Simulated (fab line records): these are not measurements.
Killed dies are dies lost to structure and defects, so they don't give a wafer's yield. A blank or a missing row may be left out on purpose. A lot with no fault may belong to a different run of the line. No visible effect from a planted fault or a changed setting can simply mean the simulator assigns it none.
fab line records | flow rit-cmos
record lots=7 wafers=21 last-day=7
route steps=202 shown GATE@89 REOX@98 NLDD@103 PLDD@114 SPACER@125 M1@202
lots that met no fault: taken from a fault-free run of the same line
start-h: start of the lot's first displayed wafer, in hours after the record's first day | wait-h: hours since the lot's step before | " same as the row above | L1.1+2: one row covering several wafers at once | - value missing, or start not given | * or withheld: withheld | < > ~ a bound
route shown NAME@n: names a module that has steps shown in the file, with the first one's number in the route | usual: mean/standard deviation of fault-free wafers | same: alike in all rows | chamber/n: place in a boat | sites: the reading at each site | _std_site: standard deviation of those values | _edge_site: mean of outer sites minus mean of inner sites | radius-mm: how far each site lies from the wafer's centre | mask NAME#n: copy n | behind: tool/chamber where the wafer was last shaped | hold: cause of the lot's hold/its duration in hours/its outcome | device: the n, p or np transistor that did not switch | end of line: the same wafers' tests at the end of the route | where a step has no rows: the recipe by itself | killed: dies that structure and defects cost at the first sort, which is not the same as the wafer's yield | map: per-die view of a wafer (x killed, . not killed, _ where there is no die)
set.NAME: the setting that was run; set.NAME@STEP: the one run at that earlier step | model.NAME: the simulator's own value behind a step, which no gauge read
a table for each step, a row for each wafer; lots at some steps of the route
services: from which hour (start-h, from the record's first day; less than 0 if before it) a tool's chamber was out of use, for how many hours, and why
## steps
# step RIT_GATE_EXPOSE_13
# recipe mask-id=M6 na=0.6 source-shape=conventional sigma-outer=0.6 target-cd-nm=150 dose-mj=380
# step RIT_GATE_PEB_14
# recipe resist=NOVOLAK temp-c=withheld time-s=withheld
# step RIT_GATE_DEVELOP_15
# recipe resist=NOVOLAK develop-time-s=50 dev-temp-c=23
# step RIT_GATE_CD_MEAS_16
# recipe target-cd-nm=150
# usual cd-nm=150.1/2.4
# columns lot.wafer tool chamber start-h wait-h cd-nm
L583.3 cd-sem-01 - 85.50 - 153.7
L583.5 " - " " 155.3
L583.6 " - " " 154.2
L584.1 cd-sem-02 - 89.33 - 153.4
L584.5 " - " " 151.1
L584.6 " - " " 152.5
L587.1 cd-sem-02 - 104.15 - 144.5
L587.5 " - " " 145.9
L587.6 " - " " 145.6
L588.2 cd-sem-02 - 112.39 - 155.6
L588.3 " - " " 154.8
L588.5 " - " " 152.9
L589.2 cd-sem-01 - 114.04 - 147.9
L589.4 " - " " 149.0
L589.6 " - " " 148.1
L590.2 cd-sem-02 - 120.84 - 152.1
L590.3 " - " " 153.0
L590.6 " - " " 152.8
L594.3 cd-sem-02 - 142.60 - 151.1
L594.4 " - " " 151.3
L594.6 " - " " 149.5
# step RIT_GATE_OVL_MEAS_17
# usual GATE_OVL=0.1/1.2
# columns lot.wafer tool chamber start-h wait-h GATE_OVL[nm]
L583.3 overlay-02 - 85.59 0.1 1.9
L583.5 " - " " 1.6
L583.6 " - " " 0.7
L584.1 overlay-02 - 89.45 0.1 -0.8
L584.5 " - " " 0.1
L584.6 " - " " 0.1
L587.1 overlay-01 - 104.27 0.1 -0.1
L587.5 " - " " 0.2
L587.6 " - " " -0.5
L588.2 overlay-01 - 112.50 0.1 2.5
L588.3 " - " " 0.6
L588.5 " - " " 1.9
L589.2 overlay-02 - 114.15 0.1 1.0
L589.4 " - " " -1.2
L589.6 " - " " -0.5
L590.2 overlay-01 - 120.94 0.1 0.5
L590.3 " - " " 1.1
L590.6 " - " " -0.9
L594.3 overlay-02 - 142.69 0.1 1.0
L594.4 " - " " -1.7
L594.6 " - " " -0.9
# step RIT_GATE_HARDBAKE_18
# recipe resist=NOVOLAK temp-c=140 time-s=60
# step RIT_GATE_ETCH_19
# recipe chemistry=SF6/CHF3/O2 time-s=165 SF6_flow_sccm=30 CHF3_flow_sccm=30 O2_flow_sccm=5 target=poly-Si pressure-mtorr=40 rf-w=160 target-depth-a=3125 over-etch-frac=0.25 stop-on=SiO2
# usual drypump-motor-current-A=5.67/0.26 oes-product-au=0.849/0.015 rf-fwd-power-W=159.4/0.52 throttle-valve-pct=10.27/0.23
# same over-etch-frac=0.25
# columns lot.wafer tool chamber start-h wait-h drypump-motor-current-A oes-product-au rf-fwd-power-W rf-hours-counter-h throttle-valve-pct
L583.3 rie-si-01 0 85.77 0.1 5.80 0.848 159.3 3 10.13
L583.5 " 2 " " 5.46 0.869 159.5 - 9.98
L583.6 " 1 " " 6.13 0.852 158.4 - 10.54
L584.1 rie-si-02 3 89.64 0.1 5.52 0.841 159.1 45 10.56
L584.5 " 0 " " 5.50 0.859 159.1 - 10.54
L584.6 " 1 " " 6.02 0.828 159.5 - 10.01
L587.1 rie-si-01 0 104.50 0.1 5.80 0.839 158.9 3 10.14
L587.5 " 0 " " 5.79 0.841 158.6 - 10.15
L587.6 " 3 " " 5.59 0.861 160.0 - 10.25
L588.2 rie-si-02 2 112.68 0.1 5.28 0.821 159.4 0 10.09
L588.3 " 0 " " 5.51 0.860 160.3 78 10.53
L588.5 " 2 " " 5.31 0.823 159.1 - 10.09
L589.2 rie-si-01 2 114.33 0.1 5.45 0.871 159.8 137 9.97
L589.4 " 3 " " 5.58 0.853 160.2 79 10.29
L589.6 " 0 " " 5.81 0.840 159.6 - 10.16
L590.2 rie-si-02 1 121.12 0.1 6.01 0.816 159.7 3 10.02
L590.3 " 3 " " 5.54 0.855 159.5 45 10.57
L590.6 " 1 " " 5.99 0.811 159.5 - 10.02
L594.3 rie-si-02 0 142.87 0.1 5.52 0.846 159.1 78 10.52
L594.4 " 1 " " 6.02 0.816 159.3 3 10.02
L594.6 " 0 " " 5.49 0.853 159.2 - 10.55
# step RIT_GATE_STRIP_20
# recipe chemistry=O2 time-s=180 resist=NOVOLAK platen-temp-c=withheld power-w=500 pressure-mtorr=4000 o2-flow-sccm=4000
# usual drypump-motor-current-A=5.9/0.35
# columns lot.wafer tool chamber start-h wait-h drypump-motor-current-A rf-hours-counter-h
L583.3 plasma-asher-01 1 85.93 0.1 6.4 -
L583.5 " 1 " " 6.4 -
L583.6 " 0 " " 5.7 -
L584.1 plasma-asher-02 1 89.75 0.1 5.5 32
L584.5 " 0 " " 5.6 -
L584.6 " 1 " " 5.5 -
L587.1 plasma-asher-01 0 104.61 0.1 5.8 43
L587.5 " 1 " " 6.4 -
L587.6 " 0 " " 5.8 -
L588.2 plasma-asher-02 1 112.79 0.1 5.5 34
L588.3 " 0 " " 5.6 -
L588.5 " 1 " " 5.5 -
L589.2 plasma-asher-01 0 114.44 0.1 5.8 45
L589.4 " 0 " " 5.8 -
L589.6 " 1 " " 6.4 -
L590.2 plasma-asher-03 1 121.23 0.1 5.7 50
L590.3 " 0 " " 6.4 -
L590.6 " 0 " " 6.4 -
L594.3 plasma-asher-02 1 143.03 0.1 5.5 -
L594.4 " 0 " " 5.6 -
L594.6 " 1 " " 5.5 -
# step RIT_GATE_CD_MEAS_90
# recipe target-cd-nm=150
# usual cd-nm=150.2/2.4
# columns lot.wafer tool chamber start-h wait-h cd-nm
L583.3 cd-sem-01 - 86.09 0.1 154.2
L583.5 " - " " 155.5
L583.6 " - " " 154.3
L584.1 cd-sem-01 - 89.92 0.1 153.3
L584.5 " - " " 151.4
L584.6 " - " " 151.7
L587.1 cd-sem-02 - 104.79 0.1 144.7
L587.5 " - " " 146.3
L587.6 " - " " 145.7
L588.2 cd-sem-01 - 112.98 0.1 155.5
L588.3 " - " " 154.5
L588.5 " - " " 153.0
L589.2 cd-sem-01 - 114.63 0.1 148.6
L589.4 " - " " 149.6
L589.6 " - " " 147.7
L590.2 cd-sem-02 - 121.43 0.1 151.9
L590.3 " - " " 153.2
L590.6 " - " " 152.5
L594.3 cd-sem-02 - 143.19 0.1 150.9
L594.4 " - " " 151.8
L594.6 " - " " 149.6
# step RIT_REOX_CLEAN_00
# recipe chemistry=SC1 mix=3:3:50 time-s=610 temp-c=75
# step RIT_REOX_CLEAN_01
# recipe chemistry=dHF dilution=50:1 time-s=30
# step RIT_REOX_CLEAN_02
# recipe chemistry=SC2 mix=3:3:50 time-s=600 temp-c=75 dry=n2-spin
# step RIT_REOX_OXIDATION_03
# recipe temp-c=900 ambient=O2 target-thk-a=252 ox-time-s=5580
# usual spike-tc-centre-C=903.2/0.96 spike-tc-load-C=924.9/1.5 spike-tc-source-C=922.5/2.5 zone-power-load-pct=25.5/0.77
# same ox-time-s=5580
# columns lot.wafer tool chamber start-h wait-h spike-tc-centre-C spike-tc-load-C spike-tc-source-C zone-power-load-pct model.SiO2_of_REOX_OXIDATION_03.thk-nm
L583.3 furnace-04 0 87.58 1.0 904.3 924.7 921.9 25.0 24.79
L583.5 " 0 " " 904.2 924.8 922.3 24.8 25.24
L583.6 " 0 " " 902.1 922.2 919.7 24.7 24.89
L584.1 furnace-03 0 90.65 0.2 903.1 925.8 923.7 25.7 24.88
L584.5 " 0 " " 903.5 926.9 924.8 25.5 25.33
L584.6 " 0 " " 903.7 926.6 924.2 25.7 25.05
L587.1 furnace-04 0 106.68 1.4 913.9 934.7 929.4 25.5 27.86
L587.5 " 0 " " 912.3 935.3 931.5 25.8 28
L587.6 " 0 " " 912.1 933.6 930.4 25.8 28.33
L588.2 furnace-03 0 113.45 0.0 901.4 926.1 924.2 25.3 25.74
L588.3 " 0 " " 902.5 925.4 924.6 25.3 26.13
L588.5 " 0 " " 901.4 925.1 924.7 25.2 26.12
L589.2 furnace-04 0 115.90 0.8 912.5 933.0 930.6 25.3 27.7
L589.4 " 0 " " 911.7 932.8 929.5 25.3 27.81
L589.6 " 0 " " 912.6 932.5 929.4 25.6 28.01
L590.2 furnace-04 0 123.72 1.8 913.8 932.6 930.7 25.6 27.92
L590.3 " 0 " " 913.6 932.7 929.5 25.4 27.62
L590.6 " 0 " " 912.3 934.8 929.4 25.7 27.73
L594.3 furnace-01 0 143.64 0.0 903.4 926.6 921.1 27.0 25.14
L594.4 " 0 " " 904.2 924.4 920.9 27.0 25.51
L594.6 " 0 " " 903.6 928.3 920.9 26.8 25.5
# step RIT_REOX_THK_MEAS_04
# recipe reads=SiO2_of_REOX_OXIDATION_03
# usual REOX_OXIDE_THK=25.3/0.44
# columns lot.wafer tool chamber start-h wait-h REOX_OXIDE_THK[nm]
L583.3 film-metro-02 - 90.15 0.0 24.8
L583.5 " - " " 25.2
L583.6 " - " " 24.9
L584.1 film-metro-02 - 93.20 0.0 24.9
L584.5 " - " " 25.3
L584.6 " - " " 25.0
L587.1 film-metro-02 - 109.23 0.0 27.8
L587.5 " - " " 28.0
L587.6 " - " " 28.3
L588.2 film-metro-04 - 116.01 0.0 25.7
L588.3 " - " " 26.1
L588.5 " - " " 26.1
L589.2 film-metro-01 - 118.46 0.0 27.7
L589.4 " - " " 27.8
L589.6 " - " " 28.0
L590.2 film-metro-01 - 126.28 0.0 27.9
L590.3 " - " " 27.6
L590.6 " - " " 27.7
L594.3 film-metro-02 - 146.21 0.0 25.1
L594.4 " - " " 25.5
L594.6 " - " " 25.5
# step RIT_NLDD_HMDS_00
# recipe prime-time-s=60 prime-temp-c=140
# step RIT_NLDD_COAT_01
# recipe resist=NOVOLAK spin-rpm=3250 resist-thk-nm=1000
# step RIT_NLDD_SOFTBAKE_02
# recipe resist=NOVOLAK temp-c=90 time-s=60
# step RIT_NLDD_EXPOSE_03
# recipe mask-id=M7 na=0.57 target-cd-nm=40700 dose-mj=250
# step RIT_NLDD_PEB_04
# recipe resist=NOVOLAK temp-c=withheld time-s=withheld
# step RIT_NLDD_DEVELOP_05
# recipe resist=NOVOLAK develop-time-s=50 dev-temp-c=23
# step RIT_NLDD_OVL_MEAS_06
# usual NLDD_OVL=0.4/1.2
# columns lot.wafer tool chamber start-h wait-h NLDD_OVL[nm]
L583.3 overlay-02 - 91.18 - -0.8
L583.5 " - " " 1.7
L583.6 " - " " 1.0
L584.1 overlay-01 - 94.11 - 0.6
L584.5 " - " " -1.7
L584.6 " - " " -1.6
L587.1 overlay-01 - 110.27 - -0.4
L587.5 " - " " -1.1
L587.6 " - " " -0.2
L588.2 overlay-01 - 116.99 - -0.9
L588.3 " - " " 0.3
L588.5 " - " " 0.7
L589.2 overlay-02 - 119.49 - 0.6
L589.4 " - " " 0.4
L589.6 " - " " 0.7
L590.2 overlay-01 - 127.31 - -0.2
L590.3 " - " " 1.7
L590.6 " - " " 1.1
L594.3 overlay-01 - 147.11 - 2.5
L594.4 " - " " 0.7
L594.6 " - " " -0.6
# step RIT_NLDD_HARDBAKE_07
# recipe resist=NOVOLAK temp-c=140 time-s=60
# step RIT_NLDD_IMPLANT_08
# recipe species=P energy-kev=20 dose-cm2=5e+14 tilt-deg=7
# step RIT_NLDD_STRIP_09
# recipe chemistry=O2 time-s=180 resist=NOVOLAK platen-temp-c=withheld power-w=500 pressure-mtorr=4000 o2-flow-sccm=4000
# usual drypump-motor-current-A=5.9/0.37
# columns lot.wafer tool chamber start-h wait-h drypump-motor-current-A rf-hours-counter-h
L583.3 plasma-asher-02 1 91.56 0.1 5.5 -
L583.5 " 0 " " 5.6 -
L583.6 " 1 " " 5.5 -
L584.1 plasma-asher-03 0 94.44 0.1 6.4 47
L584.5 " 1 " " 5.7 -
L584.6 " 0 " " 6.4 -
L587.1 plasma-asher-03 0 110.61 0.1 6.4 49
L587.5 " 0 " " 6.4 -
L587.6 " 1 " " 5.7 -
L588.2 plasma-asher-02 0 117.32 0.1 5.7 35
L588.3 " 0 " " 5.6 -
L588.5 " 0 " " 5.7 -
L589.2 plasma-asher-03 0 119.82 0.1 6.4 50
L589.4 " 1 " " 5.7 -
L589.6 " 1 " " 5.7 -
L590.2 plasma-asher-03 1 127.64 0.1 5.7 50
L590.3 " 1 " " 5.7 -
L590.6 " 0 " " 6.4 -
L594.3 plasma-asher-04 1 147.53 0.1 6.4 -
L594.4 " 0 " " 5.6 -
L594.6 " 0 " " 5.6 -
# step RIT_NLDD_TW_MEAS_10
# usual NLDD_TW=2490/20
# columns lot.wafer tool chamber start-h wait-h NLDD_TW
L583.3 film-metro-01 - 91.70 0.1 2459
L583.5 " - " " 2477
L583.6 " - " " 2471
L584.1 film-metro-03 - 94.62 0.1 2511
L584.5 " - " " 2503
L584.6 " - " " 2516
L587.1 film-metro-03 - 110.78 0.1 2507
L587.5 " - " " 2504
L587.6 " - " " 2516
L588.2 film-metro-03 - 117.50 0.1 2516
L588.3 " - " " 2509
L588.5 " - " " 2498
L589.2 film-metro-01 - 120.01 0.1 2482
L589.4 " - " " 2463
L589.6 " - " " 2481
L590.2 film-metro-01 - 127.82 0.1 2472
L590.3 " - " " 2467
L590.6 " - " " 2459
L594.3 film-metro-01 - 147.67 0.1 2462
L594.4 " - " " 2475
L594.6 " - " " 2465
# step RIT_PLDD_HMDS_00
# recipe prime-time-s=60 prime-temp-c=140
# step RIT_PLDD_COAT_01
# recipe resist=NOVOLAK spin-rpm=3250 resist-thk-nm=1000
# step RIT_PLDD_SOFTBAKE_02
# recipe resist=NOVOLAK temp-c=90 time-s=60
# step RIT_PLDD_EXPOSE_03
# recipe mask-id=M8 na=0.57 target-cd-nm=40900 dose-mj=250
# step RIT_PLDD_PEB_04
# recipe resist=NOVOLAK temp-c=withheld time-s=withheld
# step RIT_PLDD_DEVELOP_05
# recipe resist=NOVOLAK develop-time-s=50 dev-temp-c=23
# step RIT_PLDD_OVL_MEAS_06
# usual PLDD_OVL=0.1/1.3
# columns lot.wafer tool chamber start-h wait-h PLDD_OVL[nm]
L583.3 overlay-02 - 92.72 - 1.9
L583.5 " - " " -0.3
L583.6 " - " " 2.8
L584.1 overlay-02 - 95.53 - 0.9
L584.5 " - " " -2.4
L584.6 " - " " 0.8
L587.1 overlay-01 - 111.69 - 1.4
L587.5 " - " " 1.2
L587.6 " - " " 0.5
L588.2 overlay-02 - 118.41 - -1.8
L588.3 " - " " -1.0
L588.5 " - " " 1.1
L589.2 overlay-02 - 120.97 - -0.2
L589.4 " - " " -1.0
L589.6 " - " " 0.7
L590.2 overlay-01 - 128.85 - 0.4
L590.3 " - " " -0.9
L590.6 " - " " -0.7
L594.3 overlay-02 - 148.79 - 2.3
L594.4 " - " " 1.1
L594.6 " - " " 1.0
# step RIT_PLDD_HARDBAKE_07
# recipe resist=NOVOLAK temp-c=140 time-s=60
# step RIT_PLDD_IMPLANT_08
# recipe species=BF2 energy-kev=19.62 dose-cm2=9e+14 tilt-deg=7
# step RIT_PLDD_STRIP_09
# recipe chemistry=O2 time-s=180 resist=NOVOLAK platen-temp-c=withheld power-w=500 pressure-mtorr=4000 o2-flow-sccm=4000
# usual drypump-motor-current-A=6.0/0.35
# columns lot.wafer tool chamber start-h wait-h drypump-motor-current-A rf-hours-counter-h
L583.3 plasma-asher-01 0 93.25 0.1 5.8 -
L583.5 " 0 " " 5.8 -
L583.6 " 1 " " 6.4 -
L584.1 plasma-asher-03 0 95.86 0.1 6.4 47
L584.5 " 0 " " 6.4 -
L584.6 " 1 " " 5.7 -
L587.1 plasma-asher-03 0 112.03 0.1 6.4 49
L587.5 " 0 " " 6.4 -
L587.6 " 1 " " 5.7 -
L588.2 plasma-asher-01 1 118.74 0.1 6.4 45
L588.3 " 1 " " 6.4 -
L588.5 " 0 " " 5.8 -
L589.2 plasma-asher-04 0 121.30 0.1 5.6 0
L589.4 " 0 " " 5.6 -
L589.6 " 0 " " 5.6 -
L590.2 plasma-asher-03 1 129.18 0.1 5.7 51
L590.3 " 0 " " 6.4 -
L590.6 " 1 " " 5.7 -
L594.3 plasma-asher-03 1 149.17 0.1 5.7 -
L594.4 " 0 " " 6.4 -
L594.6 " 0 " " 6.4 -
# step RIT_PLDD_TW_MEAS_10
# usual PLDD_TW=2326/20
# columns lot.wafer tool chamber start-h wait-h PLDD_TW
L583.3 film-metro-01 - 93.38 0.1 2314
L583.5 " - " " 2314
L583.6 " - " " 2310
L584.1 film-metro-01 - 96.04 0.1 2303
L584.5 " - " " 2299
L584.6 " - " " 2312
L587.1 film-metro-01 - 112.20 0.1 2307
L587.5 " - " " 2319
L587.6 " - " " 2300
L588.2 film-metro-03 - 118.92 0.1 2343
L588.3 " - " " 2341
L588.5 " - " " 2337
L589.2 film-metro-04 - 121.48 0.1 2346
L589.4 " - " " 2352
L589.6 " - " " 2348
L590.2 film-metro-01 - 129.37 0.1 2329
L590.3 " - " " 2308
L590.6 " - " " 2315
L594.3 film-metro-01 - 149.30 0.1 2308
L594.4 " - " " 2311
L594.6 " - " " 2311
# step RIT_SPACER_CLEAN_00
# recipe chemistry=SC1 mix=3:3:50 time-s=600 temp-c=75
# columns lot.wafer tool chamber start-h wait-h model.SiO2_of_REOX_OXIDATION_03.thk-nm
L583.3 wet-bench-04 3 93.42 0.0 22.85
L583.5 " 3 " " 23.27
L583.6 " 3 " " 22.95
L584.1 wet-bench-03 0 96.10 0.1 22.93
L584.5 " 0 " " 23.35
L584.6 " 0 " " 23.08
L587.1 wet-bench-02 2 112.26 0.1 25.71
L587.5 " 2 " " 25.84
L587.6 " 2 " " 26.16
L588.2 wet-bench-02 2 118.97 0.0 23.76
L588.3 " 2 " " 24.11
L588.5 " 2 " " 24.09
L589.2 wet-bench-04 2 121.65 0.2 25.59
L589.4 " 2 " " 25.69
L589.6 " 2 " " 25.88
L590.2 wet-bench-03 2 129.42 0.0 25.75
L590.3 " 2 " " 25.48
L590.6 " 2 " " 25.57
L594.3 wet-bench-02 3 149.34 0.0 23.19
L594.4 " 3 " " 23.53
L594.6 " 3 " " 23.51
# step RIT_SPACER_CLEAN_01
# recipe chemistry=dHF dilution=50:1 time-s=30
# step RIT_M1_PROBE_99
# usual killed-at-contacts=0.1/0.25 killed-at-front-end=6.3/2.9 killed-dies=6.4/2.8 killed-on-rim=1.7/1.4 killed-open=3.3/2 killed-short=3.1/2
# same gross-dies=264 killed_at_M0_to_M3=0 killed_at_M4_up=0 killed-at-back-side=0 killed-at-other=0
# columns lot.wafer tool chamber start-h wait-h killed-at-contacts killed-at-front-end killed-dies killed-on-rim killed-open killed-short model.etest.pmos-turned.r-on-ohm-um model.etest.pmos_0p3.r-on-ohm-um model.etest.pmos_0p15.r-on-ohm-um model.etest.pldd.rs-ohm-sq model.etest.nmos_0p3.r-on-ohm-um model.etest.nmos_0p15.r-on-ohm-um model.etest.nmos-turned.drive-ua-um model.etest.pldd.line-ohm-um
L583.3 prober-02 - 107.32 0.2 0 5 5 0 1 4 3474 6298 2800 494.4 2141 1108 330.9 156.5
L583.5 prober-02 - 107.42 0.2 0 5 5 2 2 3 3646 6505 2951 512.9 2226 1173 318.9 162.4
L583.6 prober-02 - 107.47 0.2 0 5 5 2 2 3 3536 6443 2851 497.6 2193 1160 325.5 157.3
L584.1 prober-02 - 109.89 0.1 0 8 8 3 6 2 3400 6321 2786 483.2 2139 1114 332.6 155.3
L584.5 prober-02 - 110.09 0.2 0 3 3 0 3 0 3402 6246 2738 503.4 2145 1113 315.2 159.2
L584.6 prober-02 - 110.14 0.2 1 5 6 2 3 3 3478 6426 2816 487.1 2198 1169 320.6 154.8
L587.1 prober-01 - 126.15 0.1 0 7 7 1 3 4 4095 6766 3062 769.4 2198 1124 280.4 239.6
L587.5 prober-01 - 126.35 0.2 0 5 5 1 3 2 4224 6809 3133 772.4 2226 1181 271.6 242.4
L587.6 prober-01 - 126.40 0.2 0 11 11 3 6 5 4346 6857 3191 806.2 2246 1203 262.9 254.2
L588.2 prober-02 - 132.81 0.1 0 7 7 2 5 2 3743 6529 3036 565.3 2201 1226 312.5 180.8
L588.3 prober-02 - 132.86 0.2 0 1 1 0 1 0 3735 6402 3016 594.2 2154 1202 307.1 186.1
L588.5 prober-02 - 132.96 0.2 0 12 12 2 8 4 3794 6592 3035 597.1 2219 1207 304 187.2
L589.2 prober-01 - 136.09 0.1 0 3 3 1 2 1 4057 6798 3165 717.8 2264 1230 280.1 226
L589.4 prober-01 - 136.19 0.2 0 6 6 2 5 1 4034 6596 3103 731 2188 1179 283.9 226.3
L589.6 prober-01 - 136.29 0.2 0 7 7 2 3 4 4102 6615 3144 747.6 2228 1225 272.9 239
L590.2 prober-02 - 142.95 0.1 0 6 6 0 5 1 4166 6806 3197 725.3 2237 1210 265 226.2
L590.3 prober-02 - 143.00 0.2 0 6 6 1 4 2 4136 6832 3229 694.6 2282 1243 264.3 219.9
L590.6 prober-02 - 143.15 0.2 0 11 11 1 6 5 4074 6738 3156 710.6 2229 1208 270.9 223.4
L594.3 prober-02 - 163.15 0.2 0 4 4 1 2 2 3499 6448 2841 510.6 2184 1141 329.5 162.7
L594.4 prober-02 - 163.20 0.2 0 5 5 0 3 2 3586 6470 2909 537.9 2225 1198 317 170.2
L594.6 prober-02 - 163.30 0.2 0 4 4 2 4 0 3572 6478 2894 532.8 2219 1161 321.7 171.1
# killed by level:class
L583.3 FOX1:geometric-particle:short=1 REOX:geometric-particle:open=1 GATE:geometric-particle:short=1 SPACER:geometric-particle:short=1 SILICIDE:geometric-particle:short=1
L583.5 FOX2:geometric-particle:short=1 GATE:geometric-particle:short=1 GATE:geometric-particle:open=1 SPACER:geometric-particle:short=1 SPACER:geometric-particle:open=1
L583.6 GATE:geometric-particle:open=2 GATE:geometric-particle:short=1 SPACER:geometric-particle:short=1 SILICIDE:geometric-particle:short=1
L584.1 GATE:geometric-particle:open=2 SPACER:geometric-particle:open=2 FOX1:geometric-particle:open=1 FOX2:geometric-particle:open=1 GATE:geometric-particle:short=1 SPACER:geometric-particle:short=1
L584.5 GATE:geometric-particle:open=3
L584.6 FOX1:geometric-particle:short=1 GATE:geometric-particle:short=1 GATE:geometric-particle:open=1 SPACER:geometric-particle:open=1 SPACER:geometric-particle:short=1 CONTACT:geometric-particle:open=1
L587.1 FOX1:geometric-particle:open=3 FOX1:geometric-particle:short=1 GATE:geometric-particle:short=1 SPACER:geometric-particle:short=1 SILICIDE:geometric-particle:short=1
L587.5 FOX1:geometric-particle:open=1 GATE:geometric-particle:short=1 REOX:geometric-particle:short=1 SPACER:geometric-particle:open=1 SILICIDE:geometric-particle:open=1
L587.6 GATE:geometric-particle:open=4 FOX2:geometric-particle:open=2 SPACER:geometric-particle:short=2 FOX1:geometric-particle:short=1 GATE:geometric-particle:short=1 REOX:geometric-particle:short=1
L588.2 GATE:geometric-particle:open=3 FOX1:geometric-particle:open=1 FOX1:geometric-particle:short=1 FOX2:geometric-particle:short=1 SILICIDE:geometric-particle:open=1
L588.3 FOX1:geometric-particle:open=1
L588.5 GATE:geometric-particle:short=3 GATE:geometric-particle:open=3 FOX2:geometric-particle:open=2 FOX1:geometric-particle:open=1 FOX1:geometric-particle:short=1 REOX:geometric-particle:open=1 SILICIDE:geometric-particle:open=1
L589.2 GATE:geometric-particle:open=1 GATE:geometric-particle:short=1 SPACER:geometric-particle:open=1
L589.4 GATE:geometric-particle:open=4 REOX:geometric-particle:short=1 SILICIDE:geometric-particle:open=1
L589.6 FOX1:geometric-particle:short=2 GATE:geometric-particle:short=2 FOX1:geometric-particle:open=1 REOX:geometric-particle:open=1 SPACER:geometric-particle:open=1
L590.2 GATE:geometric-particle:open=2 SILICIDE:geometric-particle:open=2 GATE:geometric-particle:short=1 REOX:geometric-particle:open=1
L590.3 GATE:geometric-particle:open=2 REOX:geometric-particle:open=1 REOX:geometric-particle:short=1 SPACER:geometric-particle:short=1 SILICIDE:geometric-particle:open=1
L590.6 FOX1:geometric-particle:open=3 GATE:geometric-particle:open=2 GATE:geometric-particle:short=2 FOX1:geometric-particle:short=1 REOX:geometric-particle:short=1 SPACER:geometric-particle:short=1 SPACER:geometric-particle:open=1
L594.3 FOX1:geometric-particle:short=1 FOX2:geometric-particle:short=1 REOX:geometric-particle:open=1 SILICIDE:geometric-particle:open=1
L594.4 GATE:geometric-particle:open=2 GATE:geometric-particle:short=2 REOX:geometric-particle:open=1
L594.6 FOX1:geometric-particle:open=1 FOX2:geometric-particle:open=1 GATE:geometric-particle:open=1 SPACER:geometric-particle:open=1
## services
# columns tool chamber start-h hours kind
furnace-01 - 67.00 3.4 pm
rie-si-02 2 69.10 - clean
rie-si-02 2 69.10 16.5 scheduled-down
rie-si-02 2 69.10 16.5 vent-cycle
rie-si-02 1 72.02 9.0 repair
wet-bench-03 - 91.67 1.9 repair
furnace-04 - 103.07 3.6 pm
plasma-asher-04 - 108.75 9.0 pm
plasma-asher-04 0 108.75 9.0 vent-cycle
plasma-asher-04 1 108.75 9.0 vent-cycle
plasma-asher-04 0 117.75 - clean
plasma-asher-04 1 117.75 - clean
furnace-01 - 121.14 2.8 pm
rie-si-01 1 139.11 3.5 repair
## key
first-sign step=RIT_REOX_OXIDATION_03 reading=spike-tc-centre-C direction=up sigmas=10 usual=903.2 struck=912.7
effect step=RIT_REOX_OXIDATION_03 reading=spike-tc-load-C direction=up sigmas=5.9 usual=924.9 struck=933.6
effect step=RIT_REOX_THK_MEAS_04 reading=REOX_OXIDE_THK direction=up sigmas=6 usual=25.3 struck=27.9
model-effect step=RIT_REOX_OXIDATION_03 value=SiO2_of_REOX_OXIDATION_03.thk-nm without=25.2 struck=27.89
model-effect step=RIT_SPACER_CLEAN_00 value=SiO2_of_REOX_OXIDATION_03.thk-nm without=23.26 struck=25.74
model-effect step=RIT_M1_PROBE_99 value=etest.pmos-turned.r-on-ohm-um without=3460 struck=4137
met-at RIT_REOX_OXIDATION_03
struck-wafers L587.1,L587.5,L587.6,L589.2,L589.4,L589.6,L590.2,L590.3,L590.6
tester-left-out L587,L589,L590
onset-between 87.58 106.68
fault kind=process-parameter-drift tool=furnace-04 chamber=- onset-h=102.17 steps=RIT_REOX_OXIDATION_03 channel=temp-c offset=* shape=step end-h=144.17 acts-in=* stated=*
# tester-left-out: of these lots the tester's yield and bins aren't shown, on N5 and GAA mostly nor the transistor test; their killed dies are dies lost to structure and defects alone, not to doping, threshold or leakage, so they don't give the yield
